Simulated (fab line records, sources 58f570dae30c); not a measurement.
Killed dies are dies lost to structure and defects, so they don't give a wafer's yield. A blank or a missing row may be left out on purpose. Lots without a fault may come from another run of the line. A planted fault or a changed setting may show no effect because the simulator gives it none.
Which tool did it? | flow berkeley_cmos170 | 14 lots, 42 wafers sampled, at 6 steps of a route of 331

WHAT THE GAUGES READ, wafer by wafer
UCB170_NSD_CD_MEAS_06: target cd 1200 nm. Usual: cd_nm 1199.9 nm, standard deviation 1.4.
lot  | measured     | on        | cd_nm (nm)           | flag
L416 | day 6 23:51  | cd_sem-02 | 1200.8 1200.4 1200.0 |
L415 | day 6 23:55  | cd_sem-01 | 1198.8 1199.2 1199.9 |
L417 | day 7 00:44  | cd_sem-01 | 1200.1 1200.2 1199.5 |
L419 | day 7 12:51  | cd_sem-02 | 1201.6 1200.5 1200.6 |
L421 | day 7 23:43  | cd_sem-02 | 1200.5 1199.7 1199.9 |
L420 | day 7 23:55  | cd_sem-02 | 1202.1 1201.4 1202.7 |
L422 | day 8 04:17  | cd_sem-02 | 1199.2 1200.7 1199.5 |
L423 | day 8 04:35  | cd_sem-01 | 1202.4 1203.5 1201.9 |
L429 | day 9 20:34  | cd_sem-01 | 1199.9 1200.1 1200.8 |
L430 | day 9 21:05  | cd_sem-01 | 1202.1 1201.4 1200.7 |
L433 | day 9 23:40  | cd_sem-01 | 1199.8 1199.3 1200.0 |
L432 | day 10 09:04 | cd_sem-02 | 1199.4 1201.7 1200.5 |
L435 | day 10 23:53 | cd_sem-02 | 1198.9 1197.6 1198.6 |
L437 | day 11 08:31 | cd_sem-02 | 1200.0 1198.2 1197.9 |

UCB170_V1_BOW_MEAS_03. Usual: V1_BOW 19 um, standard deviation 7.4.
lot  | measured     | on            | V1_BOW (um) | flag
L416 | day 7 14:22  | film_metro-02 | 18 21 14    |
L415 | day 7 14:22  | film_metro-03 | 10 16 22    |
L417 | day 7 16:48  | film_metro-02 | 19 21 6     |
L419 | day 8 08:56  | film_metro-03 | 12 20 -2    |
L421 | day 8 14:40  | film_metro-01 | 29 27 21    |
L420 | day 8 14:40  | film_metro-03 | 16 18 2     |
L422 | day 8 18:26  | film_metro-01 | 1 2 20      |
L423 | day 8 18:28  | film_metro-03 | 22 13 31    |
L429 | day 10 09:34 | film_metro-03 | 18 20 11    |
L430 | day 10 09:34 | film_metro-01 | 22 24 16    |
L433 | day 10 16:11 | film_metro-02 | 34 32 10    |
L432 | day 10 23:40 | film_metro-01 | 23 23 7     |
L435 | day 11 13:04 | film_metro-01 | 13 26 22    |
L437 | day 11 21:22 | film_metro-01 | 16 18 12    |

UCB170_V1_CD_MEAS_12: target cd 700 nm. Usual: cd_nm 699.8 nm, standard deviation 1.8.
lot  | measured     | on        | cd_nm (nm)        | flag
L416 | day 7 16:01  | cd_sem-02 | 700.3 701.0 702.1 |
L415 | day 7 16:23  | cd_sem-02 | 700.0 700.4 700.7 |
L417 | day 7 19:25  | cd_sem-02 | 702.9 701.9 702.8 |
L419 | day 8 10:15  | cd_sem-01 | 696.0 695.7 696.4 |
L421 | day 8 16:34  | cd_sem-01 | 698.5 698.6 697.9 |
L420 | day 8 16:46  | cd_sem-02 | 700.9 700.9 700.6 |
L422 | day 8 19:47  | cd_sem-01 | 701.5 701.4 701.1 |
L423 | day 8 20:01  | cd_sem-01 | 700.0 699.8 698.7 |
L429 | day 10 10:57 | cd_sem-01 | 701.0 703.5 702.0 |
L430 | day 10 11:14 | cd_sem-02 | 700.5 700.0 699.8 |
L433 | day 10 18:37 | cd_sem-01 | 701.3 699.7 698.6 |
L432 | day 11 01:53 | cd_sem-01 | 698.5 699.6 699.6 |
L435 | day 11 15:38 | cd_sem-01 | 698.4 699.0 699.7 |
L437 | day 12 00:17 | cd_sem-02 | 698.2 698.2 698.5 |

UCB170_M2_RS_MEAS_02: measures by four-point-probe. Usual: M2_AL_RS 0.0321 ohm/sq, standard deviation 0.0004.
lot  | measured     | on            | M2_AL_RS (ohm/sq)    | flag
L416 | day 7 16:46  | film_metro-03 | 0.0328 0.0327 0.0328 |
L415 | day 7 17:05  | film_metro-04 | 0.0314 0.0320 0.0320 |
L417 | day 7 20:07  | film_metro-03 | 0.0325 0.0327 0.0325 |
L419 | day 8 10:57  | film_metro-03 | 0.0323 0.0324 0.0323 |
L421 | day 8 17:16  | film_metro-03 | 0.0325 0.0325 0.0326 |
L420 | day 8 17:29  | film_metro-02 | 0.0320 0.0316 0.0319 |
L422 | day 8 20:29  | film_metro-04 | 0.0324 0.0326 0.0326 |
L423 | day 8 20:43  | film_metro-03 | 0.0322 0.0319 0.0322 |
L429 | day 10 11:39 | film_metro-03 | 0.0382 0.0386 0.0391 | OFF
L430 | day 10 11:57 | film_metro-02 | 0.0320 0.0317 0.0318 |
L433 | day 10 19:20 | film_metro-04 | 0.0329 0.0327 0.0326 |
L432 | day 11 02:35 | film_metro-04 | 0.0386 0.0385 0.0383 | OFF
L435 | day 11 16:20 | film_metro-04 | 0.0315 0.0315 0.0315 |
L437 | day 12 01:02 | film_metro-03 | 0.0321 0.0313 0.0319 |

UCB170_M2_THK_MEAS_03: measures by xrf. Usual: M2_AL_THK 900 nm, standard deviation 11.
lot  | measured     | on            | M2_AL_THK (nm) | flag
L416 | day 7 16:53  | film_metro-03 | 889 897 893    |
L415 | day 7 17:12  | film_metro-04 | 918 894 903    |
L417 | day 7 20:13  | film_metro-03 | 897 891 896    |
L419 | day 8 11:04  | film_metro-03 | 900 900 899    |
L421 | day 8 17:22  | film_metro-03 | 891 891 896    |
L420 | day 8 17:36  | film_metro-02 | 902 916 908    |
L422 | day 8 20:37  | film_metro-04 | 882 886 885    |
L423 | day 8 20:50  | film_metro-03 | 902 910 904    |
L429 | day 10 11:46 | film_metro-03 | 759 751 743    | OFF
L430 | day 10 12:04 | film_metro-02 | 907 921 910    |
L433 | day 10 19:28 | film_metro-04 | 871 882 879    |
L432 | day 11 02:43 | film_metro-04 | 747 745 753    | OFF
L435 | day 11 16:27 | film_metro-04 | 909 910 911    |
L437 | day 12 01:08 | film_metro-03 | 902 925 907    |

WHICH TOOL RAN EACH LOT (tool, then ch and the chambers of the sampled wafers, then the start)
lot  | UCB170_M2_SPUTTER_01
L416 | pvd_sputter-01, day 7 16:41
L415 | pvd_sputter-04, day 7 17:00
L417 | pvd_sputter-04, day 7 19:58
L419 | pvd_sputter-04, day 8 10:51
L421 | pvd_sputter-04, day 8 17:09
L420 | pvd_sputter-01, day 8 17:23
L422 | pvd_sputter-04, day 8 20:25
L423 | pvd_sputter-01, day 8 20:37
L429 | pvd_sputter-01, day 10 11:34
L430 | pvd_sputter-04, day 10 11:52
L433 | pvd_sputter-02, day 10 19:16
L432 | pvd_sputter-01, day 11 02:31
L435 | pvd_sputter-04, day 11 16:15
L437 | pvd_sputter-02, day 12 00:56
- UCB170_M2_SPUTTER_01: material Al, target thk 900 nm, time 120 s.

WHAT THE TOOLS THEMSELVES READ (means of the sampled wafers that have a number; where no wafer has one, the mark that the record gives instead)
UCB170_M2_SPUTTER_01. Usual: chamber_pressure_pa 0.5001 Pa, standard deviation 0.001; throttle_valve_pct 29.8 %, standard deviation 0.99.
lot  | tool           | chamber_pressure_pa (Pa) | throttle_valve_pct (%) | flag
L416 | pvd_sputter-01 | 0.4990                   | 29.1                   |
L415 | pvd_sputter-04 | 0.4998                   | 30.4                   |
L417 | pvd_sputter-04 | 0.5007                   | 29.5                   |
L419 | pvd_sputter-04 | 0.5002                   | 29.0                   |
L421 | pvd_sputter-04 | 0.4984                   | 29.5                   |
L420 | pvd_sputter-01 | 0.4997                   | 29.6                   |
L422 | pvd_sputter-04 | 0.4994                   | 29.3                   |
L423 | pvd_sputter-01 | 0.4996                   | 29.7                   |
L429 | pvd_sputter-01 | 0.8115                   | 23.2                   | OFF
L430 | pvd_sputter-04 | 0.4994                   | 31.1                   |
L433 | pvd_sputter-02 | 0.5002                   | 29.9                   |
L432 | pvd_sputter-01 | 0.8129                   | 23.0                   | OFF
L435 | pvd_sputter-04 | 0.5002                   | 31.3                   |
L437 | pvd_sputter-02 | 0.5010                   | 30.1                   |

THE ANSWER, worked out from the rows above alone
Rule: a lot is off if the mean of its wafers that have a number lies more than 3 standard deviations from the usual mean. A lot without any number at a reading at which 4 lots or more have one is off too. The other lots that the step has rows for count as sound. The gauges are gone through in route order, then the tools' own readings, and for those a lot's mean is taken as printed above. The first step at which some lot is off is used, and at that step the reading that is off furthest; a lot without a number counts as furthest.
Off: L429, L432, at UCB170_M2_RS_MEAS_02 (M2_AL_RS).
A tool fits if, at a process step before that reading, it ran every lot that is off, and no sound lot after the first of them. The gauges at UCB170_M2_RS_MEAS_02 aren't tried: what is off there is off at UCB170_M2_SPUTTER_01 too, on other tools, and a gauge's error can't cause that. One fits: pvd_sputter-01 at UCB170_M2_SPUTTER_01. Its last sound lot is L423 (day 8 20:37), its first lot that is off L429 (day 10 11:34): a fault that began between those two fits.
The tool's own readings at UCB170_M2_SPUTTER_01 bear it out: on the lots that are off they differ by more than 5 times the standard deviation of the sound lots' means. chamber_pressure_pa reads 0.8122 Pa there against 0.4998 Pa on the sound lots; throttle_valve_pct reads 23.1 % there against 29.9 % on the sound lots.

WHAT THE SIMULATOR HAD PUT IN
Process parameter drift: pvd_sputter-01, from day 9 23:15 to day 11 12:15, at UCB170_M2_SPUTTER_01. Setting chamber_pressure_pa, moved by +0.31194, from 0.5. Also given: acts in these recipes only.
Lots struck among those shown: L429, L432. The rule above found the same.
